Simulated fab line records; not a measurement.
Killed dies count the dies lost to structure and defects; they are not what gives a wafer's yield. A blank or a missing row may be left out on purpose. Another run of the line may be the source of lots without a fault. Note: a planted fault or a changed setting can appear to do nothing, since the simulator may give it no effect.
What tool caused it? / flow ritCmos / 14 lots (42 wafers sampled), 1 step of a 202-step route

WHAT THE GAUGES SHOWED, per wafer
RIT_PSD_OVL_MEAS_06. Usual: PSD_OVL -0.2 nm, standard deviation 1.4.
lot=L443; measured=day 3 04:16; on=overlay-02; PSD_OVL (nm)=-0.7 -0.6 0.3; flag=
lot=L445; measured=day 3 15:40; on=overlay-01; PSD_OVL (nm)=0.8 -1.4 0.5; flag=
lot=L446; measured=day 3 17:11; on=overlay-02; PSD_OVL (nm)=-0.2 0.3 -0.1; flag=
lot=L449; measured=day 4 08:05; on=overlay-02; PSD_OVL (nm)=0.0 -2.8 -0.7; flag=
lot=L450; measured=day 4 12:16; on=overlay-02; PSD_OVL (nm)=-1.3 -1.1 -0.9; flag=
lot=L451; measured=day 4 18:41; on=overlay-02; PSD_OVL (nm)=1.5 2.7 2.3; flag=
lot=L452; measured=day 4 21:41; on=overlay-01; PSD_OVL (nm)=-1.6 0.0 1.3; flag=
lot=L453; measured=day 5 01:57; on=overlay-01; PSD_OVL (nm)=1.5 0.9 -1.6; flag=
lot=L457; measured=day 6 00:48; on=overlay-01; PSD_OVL (nm)=-1.5 0.0 -1.4; flag=
lot=L459; measured=day 6 07:55; on=overlay-01; PSD_OVL (nm)=1.0 0.3 1.3; flag=
lot=L463; measured=day 7 03:47; on=overlay-01; PSD_OVL (nm)=2.6 1.4 1.2; flag=
lot=L464; measured=day 7 09:48; on=overlay-02; PSD_OVL (nm)=0.4 1.3 -1.2; flag=
lot=L465; measured=day 7 15:29; on=overlay-01; PSD_OVL (nm)=0.8 1.3 0.3; flag=
lot=L466; measured=day 7 20:43; on=overlay-02; PSD_OVL (nm)=-3.4 -3.1 -2.1; flag=

TOOL THAT RAN EACH LOT (tool first, then ch and the chambers of the sampled wafers, then the start)
The record holds no process step before these readings.

WHAT THE TOOLS THEMSELVES READ (means of the sampled wafers that have a number; where no wafer has one, the mark that the record gives instead)
The record holds no such reading with a usual standard deviation.

THE ANSWER, worked out from the rows above alone
Rule: a lot is off if the mean of its wafers that have a number lies more than 3 standard deviations from the usual mean. Also off: a lot with no number at a reading for which 4 or more lots have one. Any other lot the step has rows for is counted as sound. First the gauges in route order, then the tools' own readings, where a lot's mean is used as printed above. At the first step where some lot is off, the reading lying furthest off is the one used; lots without a number count as furthest.
Across all readings shown, no lot is off: no conclusion can be drawn from this.

WHAT THE SIMULATOR HAD INSERTED
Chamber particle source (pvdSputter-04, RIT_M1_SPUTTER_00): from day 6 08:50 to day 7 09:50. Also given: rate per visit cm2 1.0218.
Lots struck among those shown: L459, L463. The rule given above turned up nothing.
